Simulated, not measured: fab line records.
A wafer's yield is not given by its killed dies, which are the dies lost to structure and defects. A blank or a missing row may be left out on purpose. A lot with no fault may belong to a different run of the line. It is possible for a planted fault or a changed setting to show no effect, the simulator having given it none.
The tool behind it: which one? ; flow berkeleyCmos170 ; Sampling: 14 lots, 42 wafers, 3 of 331 route steps

== WHAT EACH GAUGE READ, for each wafer ==
UCB170_PSD_CD_MEAS_06: target cd 1200 nm.
lot;measured;on;cdNm (nm)
L873;day 6 08:02;cdSem-01;1198.1 1200.3 1199.9
L874;day 6 22:12;cdSem-01;1198.5 1198.3 1199.2
L876;day 7 06:15;cdSem-01;1199.9 1199.1 1199.8
L877;day 7 06:22;cdSem-01;1200.6 1199.9 1200.4
L879;day 7 20:13;cdSem-01;1200.9 1201.1 1201.7
L880;day 7 20:22;cdSem-02;1199.7 1198.7 1200.0
L882;day 8 01:59;cdSem-02;- - -
L884;day 8 19:45;cdSem-01;- - -
L892;day 10 05:56;cdSem-02;1199.1 1201.2 1198.6
L891;day 10 06:08;cdSem-01;1201.2 1200.6 1200.6
L894;day 10 15:49;cdSem-02;1201.4 1199.8 1202.2
L893;day 10 15:53;cdSem-01;1203.1 1201.1 1200.7
L895;day 10 16:07;cdSem-02;1198.2 1197.5 1197.0
L896;day 10 16:26;cdSem-02;1200.2 1200.7 1201.2

UCB170_PSD_OVL_MEAS_07.
lot;measured;on;PSD_OVL (nm)
L873;day 6 08:09;overlay-02;-2 0 -1
L874;day 6 22:19;overlay-02;-3 6 -3
L876;day 7 06:20;overlay-01;6 3 5
L877;day 7 06:29;overlay-02;8 4 6
L879;day 7 20:20;overlay-02;0 3 4
L880;day 7 20:27;overlay-01;10 5 9
L882;day 8 02:04;overlay-01;- - -
L884;day 8 19:52;overlay-01;- - -
L892;day 10 06:03;overlay-02;3 5 0
L891;day 10 06:13;overlay-01;11 12 9
L894;day 10 15:56;overlay-01;-1 2 -9
L893;day 10 16:01;overlay-02;2 1 -1
L895;day 10 16:13;overlay-01;-1 9 1
L896;day 10 16:34;overlay-01;14 13 9

== EACH LOT AND THE TOOL THAT RAN IT (in order: tool; ch and the chambers of the sampled wafers; start) ==
lot;UCB170_PSD_PEB_04
L873;lithoTrack-01 ch 0, day 6 07:46
L874;lithoTrack-01 ch 0, day 6 21:55
L876;lithoTrack-01 ch 0, day 7 05:59
L877;lithoTrack-04 ch 0, day 7 06:05
L879;lithoTrack-04 ch 0, day 7 19:56
L880;lithoTrack-02 ch 0, day 7 20:06
L882;lithoTrack-01, day 8 01:44
L884;lithoTrack-04, day 8 19:29
L892;lithoTrack-02 ch 0, day 10 05:38
L891;lithoTrack-01 ch 0, day 10 05:52
L894;lithoTrack-02 ch 0, day 10 15:32
L893;lithoTrack-01 ch 0, day 10 15:37
L895;lithoTrack-02 ch 0, day 10 15:50
L896;lithoTrack-01 ch 0, day 10 16:10
- UCB170_PSD_PEB_04

== AS READ BY THE TOOLS THEMSELVES (means over the sampled wafers that have a number; for cases with no such wafer, the mark the record gives instead) ==
UCB170_PSD_PEB_04.
lot;tool;chillPlateTempC (C);exhaustPa (Pa);plateTempC (C)
L873;lithoTrack-01;22.90;44.2;129.95
L874;lithoTrack-01;23.04;46.0;130.04
L876;lithoTrack-01;22.72;43.4;129.92
L877;lithoTrack-04;23.03;44.4;130.15
L879;lithoTrack-04;23.01;46.2;130.07
L880;lithoTrack-02;23.06;45.0;129.91
L882;lithoTrack-01;-;-;-
L884;lithoTrack-04;-;-;-
L892;lithoTrack-02;22.94;45.1;129.97
L891;lithoTrack-01;23.16;43.3;129.98
L894;lithoTrack-02;22.94;43.4;129.94
L893;lithoTrack-01;22.99;44.6;130.05
L895;lithoTrack-02;23.13;44.8;129.99
L896;lithoTrack-01;23.04;45.9;129.96

== THE ANSWER, worked out from the rows above alone ==
Rule: the lots themselves supply what counts as usual. The widest of any qualifying gaps counts: lots, ordered by their means at a reading, are off when they make up no more than a third of the lots, leave a main group of 4 or more, and stand apart from it by 3 or more times the standard deviation of that group's means. If all means in a main group match to the digits the tables above print for the reading, that group is not used. A lot without any number at a reading at which 4 lots or more have one is off too. Where the step has rows for the other lots, those lots are counted as sound. First the gauges in route order, then the tools' own readings, where a lot's mean is used as printed above. The first step at which some lot is off is used, and at that step the reading that is off furthest; a lot without a number counts as furthest.
Off: L882, L884, at UCB170_PSD_CD_MEAS_06 (cdNm). Without a number there: L882, L884. Mean 1200.0 nm and standard deviation 1.1 in the main group.
If a tool, at a process step before that reading, ran all the lots that are off and no sound lot after the first of them, it fits. Not tried: the gauges at UCB170_PSD_CD_MEAS_06; whatever is off there is also off at UCB170_PSD_OVL_MEAS_07, on other tools, and gauge error can't account for it. None of those tried fits.

== WHAT THE SIMULATOR HAD PUT IN ==
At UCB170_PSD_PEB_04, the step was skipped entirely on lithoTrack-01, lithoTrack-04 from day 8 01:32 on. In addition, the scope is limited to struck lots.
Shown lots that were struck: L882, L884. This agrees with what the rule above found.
